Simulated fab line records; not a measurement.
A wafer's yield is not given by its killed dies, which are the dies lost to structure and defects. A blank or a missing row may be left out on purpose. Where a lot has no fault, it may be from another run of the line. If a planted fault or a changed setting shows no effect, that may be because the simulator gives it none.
One fault seen from 2 desks ; flow berkeley cmos170 ; each desk has only its own numbers; what lay behind them comes last

AT THE TOOL OWNER'S DESK: lpcvd-02
The tool's own readings at UCB170_GATE_CVD_04 (deposits poly-Si from SiH4, time 1440 s, target thk 214 nm): means of the sampled wafers that have a number, for each lot that ran on this tool. Any lot whose mean is over 4 standard deviations away from the usual mean is out of limits and marked OUT; that distance is given in the brackets.
Columns: A = sih4 flow sccm at UCB170_GATE_CVD_04, usual 120.0 sccm; B = zone power source pct at UCB170_GATE_CVD_04, usual 12.7 %
lot;first seen here;A;B
L739;day 8 04:01;120.3;14.3
L740;day 8 04:01;119.5;14.5
L741;day 8 04:01;120.0;14.3
L742;day 8 04:01;119.8;14.3
L743;day 9 18:41;95.6 (-70) OUT;10.0
L744;day 9 18:41;96.2 (-68) OUT;9.8
L746;day 9 18:41;95.9 (-69) OUT;14.4
This desk's verdict: out of limits on L743, L744, L746, starting with L743 at day 9 18:41 (sih4 flow sccm at UCB170_GATE_CVD_04). L739, L740, L741, L742: within limits.

FROM THE METROLOGY DESK
What the gauges read for every lot (on any tool): the sampled wafers with a number, averaged. Any lot whose mean is over 4 standard deviations away from the usual mean is out of limits and marked OUT; that distance is given in the brackets.
Columns: A = cd nm at UCB170_ACTIVE_CD_MEAS_13, usual 1199.7 nm; B = GATE_POLY_THK at UCB170_GATE_THK_MEAS_05, usual 214.1 nm
lot;first seen here;A;B
L733;day 4 08:46;1200.7;214.7
L735;day 4 19:44;1201.5;213.7
L738;day 5 10:30;1199.5;212.4
L737;day 5 10:47;1201.2;213.4
L741;day 6 00:55;1197.4;213.4
L739;day 6 00:56;1199.8;217.2
L740;day 6 01:11;1199.3;213.7
L742;day 6 08:29;1199.3;216.8
L744;day 7 01:38;1197.2;172.5 (-23) OUT
L743;day 7 01:52;1198.3;173.5 (-23) OUT
L746;day 7 08:31;1200.0;173.6 (-22) OUT
L745;day 7 08:45;1200.1;210.8
L748;day 7 21:12;1200.3;210.6
L754;day 9 16:46;1201.5;213.9
L755;day 9 17:24;1199.3;211.7
This desk reports L743, L744, L746 out of limits; the earliest was L743 at day 9 20:06 (GATE_POLY_THK at UCB170_GATE_THK_MEAS_05). L733, L735, L738, L737, L741, L739, L740, L742, L745, L748, L754, L755: within limits.

ALL TOGETHER
At day 9 18:41, on L743, L744, L746, the tool owner's desk was in a position to raise an alarm.
L743, L744, L746 would have let the metrology desk raise an alarm at day 9 20:06.
The lots listed all ran UCB170_GATE_CVD_04 on lpcvd-02.

WHAT HAD BEEN PUT IN BY THE SIMULATOR
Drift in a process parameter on lpcvd-02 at UCB170_GATE_CVD_04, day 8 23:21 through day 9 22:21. Setting sih4 flow sccm, moved by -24, from 120. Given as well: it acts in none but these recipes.
Shown lots that were struck: L743, L744, L746.
Fault start to first reading out of limits, in hours, per desk: tool owner, 19; metrology, 21.
